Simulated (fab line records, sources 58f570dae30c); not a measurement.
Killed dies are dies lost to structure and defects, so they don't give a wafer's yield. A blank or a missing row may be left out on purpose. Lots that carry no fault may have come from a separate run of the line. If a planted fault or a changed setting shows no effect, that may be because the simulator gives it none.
Split-lot study + flow berkeleyCmos170 + 23 wafers read across 5 lots, on a route 331 steps long

THE SPLIT
At UCB170_PWELL_OXIDATION_02 (target thk 26.4 nm, ox time 1260 s), the setting oxTimeS was moved away from the recipe's 1260 s on 10 of the 23 wafers read, by +4.4% to +13.7%. This setting was run at the recipe's value on the other wafers.

The reading is taken at the split's own step.

THE READING
SiO2_of_PWELL_OXIDATION_02.thkNm (the simulator's own value, which no gauge read), in nm, at UCB170_PWELL_OXIDATION_02 (target thk 26.4 nm, ox time 1260 s). There is no usual value for it anywhere in the file. Here, 13 wafers ran the recipe; their average is 26.87 nm with a standard deviation of 0.39 nm.

| wafer  | tool, chamber at the split | oxTimeS as run, s | against the recipe | SiO2_of_PWELL_OXIDATION_02.thkNm, nm | against lot-mates on the recipe |
|--------|----------------------------|-------------------|--------------------|--------------------------------------|---------------------------------|
| L075.1 | -, -                       | 1260              | recipe             | 27.17                                | -                               |
| L075.2 | -, -                       | 1260              | recipe             | 27.12                                | -                               |
| L075.4 | -, -                       | 1260              | recipe             | 27.07                                | -                               |
| L075.5 | -, -                       | 1260              | recipe             | 27.03                                | -                               |
| L075.6 | -, -                       | 1260              | recipe             | 27.08                                | -                               |
| L076.1 | -, -                       | 1315              | +4.4%              | 27.45                                | no lot-mate on the recipe       |
| L076.2 | -, -                       | 1315              | +4.4%              | 27.46                                | no lot-mate on the recipe       |
| L076.3 | -, -                       | 1315              | +4.4%              | 27.55                                | no lot-mate on the recipe       |
| L076.5 | -, -                       | 1315              | +4.4%              | 27.57                                | no lot-mate on the recipe       |
| L076.6 | -, -                       | 1315              | +4.4%              | 27.48                                | no lot-mate on the recipe       |
| L079.1 | -, -                       | 1260              | recipe             | 26.7                                 | -                               |
| L079.2 | -, -                       | 1260              | recipe             | 26.69                                | -                               |
| L079.3 | -, -                       | 1260              | recipe             | 26.31                                | -                               |
| L079.5 | -, -                       | 1260              | recipe             | 26.3                                 | -                               |
| L079.6 | -, -                       | 1260              | recipe             | 26.34                                | -                               |
| L080.1 | furnace-04, 0              | 1260              | recipe             | 27.58                                | -                               |
| L080.5 | furnace-04, 0              | 1260              | recipe             | 26.64                                | -                               |
| L080.6 | furnace-04, 0              | 1260              | recipe             | 27.27                                | -                               |
| L084.1 | -, -                       | 1433              | +13.7%             | 29.15                                | no lot-mate on the recipe       |
| L084.2 | -, -                       | 1433              | +13.7%             | 29.79                                | no lot-mate on the recipe       |
| L084.3 | -, -                       | 1433              | +13.7%             | 29.16                                | no lot-mate on the recipe       |
| L084.4 | -, -                       | 1433              | +13.7%             | 29.21                                | no lot-mate on the recipe       |
| L084.6 | -, -                       | 1433              | +13.7%             | 28.8                                 | no lot-mate on the recipe       |

THE FIT
A straight line over all 23 wafers: SiO2_of_PWELL_OXIDATION_02.thkNm changes by +0.171 nm for each +1% of oxTimeS; r = +0.94; the points scatter about the line by 0.35 nm.
Too few moved wafers have a lot-mate on the recipe to fit a line with each lot's own level taken away.

THE FILE'S OWN FIT
SiO2_of_PWELL_OXIDATION_02.thkNm changes by +0.171 nm for each +1% of oxTimeS, r = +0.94.
